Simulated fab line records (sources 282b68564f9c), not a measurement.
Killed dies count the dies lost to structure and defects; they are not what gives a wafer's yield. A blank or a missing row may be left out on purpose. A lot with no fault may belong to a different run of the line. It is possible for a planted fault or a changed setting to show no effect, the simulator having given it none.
Struck lot and sound lot, side by side + flow rit cmos + 15 steps out of a route of 202
Sound: these wafers, L682.2, L682.4, L682.6. Wafers L699.2, L699.3, L699.4 were the ones struck. The cause comes at the end.
Each step with rows lists, per side, the tool, then ch with its chambers, then its first start. Under that, the readings that differ: sound wafers + struck wafers + difference of the means + sigmas: that difference in standard deviations of wafers without a fault.
alike: a reading whose means differ by less than 2 such deviations, as well as words and numbers matching on both sides. not compared: withheld readings; readings where some wafer has no value; bounds like >300 that might hide an equal value; numbers whose values overlap and for which the record gives no deviation.
A row with sigmas, a row that says differs or no value, or rows on one side alone: a step with any of these is where the two part. When numbers do not overlap yet have no deviation, they are printed without sigmas and do not part them. Lack of a reading on every wafer of one side parts them only where that side has two or more wafers.

RIT_GATE_THK_MEAS_07:
  sound on film metro-04 at day 3 08:07; struck on film metro-03 at day 6 22:25
  alike: GATE_OXIDE_THK
then, 1 step without rows for these wafers: RIT_GATE_CVD_08 (deposits poly-Si from SiH4, target thk 250 nm, time 2220 s).
RIT_GATE_THK_MEAS_09:
  sound on film metro-01 at day 3 09:48; struck on film metro-01 at day 7 00:41
  alike: GATE_POLY_THK
then, 6 steps without rows for these wafers: RIT_GATE_HMDS_10 (prime time 60 s); RIT_GATE_COAT_11 (resist thk 850 nm); RIT_GATE_SOFTBAKE_12 (time 60 s); RIT_GATE_EXPOSE_13 (exposes mask M6, target cd 150 nm); RIT_GATE_PEB_14; RIT_GATE_DEVELOP_15 (develop time 50 s).
RIT_GATE_CD_MEAS_16: target cd 150 nm.
  sound on cd sem-01 at day 3 10:50; struck on cd sem-02 at day 7 01:41
  alike: cd nm
RIT_GATE_OVL_MEAS_17:
  sound on overlay-01 at day 3 10:57; struck on overlay-02 at day 7 01:47
  alike: GATE_OVL
then, 1 step without rows for these wafers: RIT_GATE_HARDBAKE_18 (time 60 s).
RIT_GATE_ETCH_19: etches poly-Si in SF6/CHF3/O2, stops on SiO2, time 165 s, target depth 312.5 nm.
  sound on rie si-02 ch 1,2,3, day 3 11:08; struck on rie si-01 ch 1,2,3, day 7 01:58
| reading                                   | sound             | struck            | difference | sigmas |
|-------------------------------------------|-------------------|-------------------|------------|--------|
| oes product au (a.u.)                     | 0.872 0.849 0.836 | 0.969 0.945 0.943 | +0.100     | +7     |
| over etch frac                            | 0.25 0.25 0.25    | 0.05 0.05 0.05    | -0.20      |        |
| model.NOVOLAK_of_GATE_COAT_11.thk nm (nm) | 670.7 667.6 669.6 | 688.7 686.1 688.3 | +18.4      |        |
  alike: CHF3_flow_sccm, O2_flow_sccm, SF6_flow_sccm, drypump motor current A, he backside leak sccm, rf fwd power W, throttle valve pct
  not compared: rf hours counter h
RIT_GATE_STRIP_20: strips in O2, time 180 s.
  sound on plasma asher-04 ch 0,1, day 3 11:14; struck on plasma asher-04 ch 0,1, day 7 02:05
  alike: drypump motor current A
  not compared: rf hours counter h
RIT_M1_PROBE_99:
  sound on prober-01 at day 4 07:10; struck on prober-02 at day 7 23:19
| reading                                 | sound                         | struck                        | difference | sigmas |
|-----------------------------------------|-------------------------------|-------------------------------|------------|--------|
| model.etest.antenna poly.vt shift v (V) | -0.007914 -0.006297 -0.008569 | -0.005478 -0.003869 -0.002029 | +0.003801  |        |
  not compared: model.etest.poly comb over steps.leak log10 a um, model.etest.poly comb over steps.over limit

WHERE THEY PART
At RIT_GATE_ETCH_19 and nowhere else, as far as this record goes. Later steps at which nothing parts them and some readings are alike: RIT_GATE_STRIP_20.

WHY: what the simulator had put in
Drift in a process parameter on rie si-01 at RIT_GATE_ETCH_19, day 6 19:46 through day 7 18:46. A move of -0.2 in setting over etch frac, from 0.25.
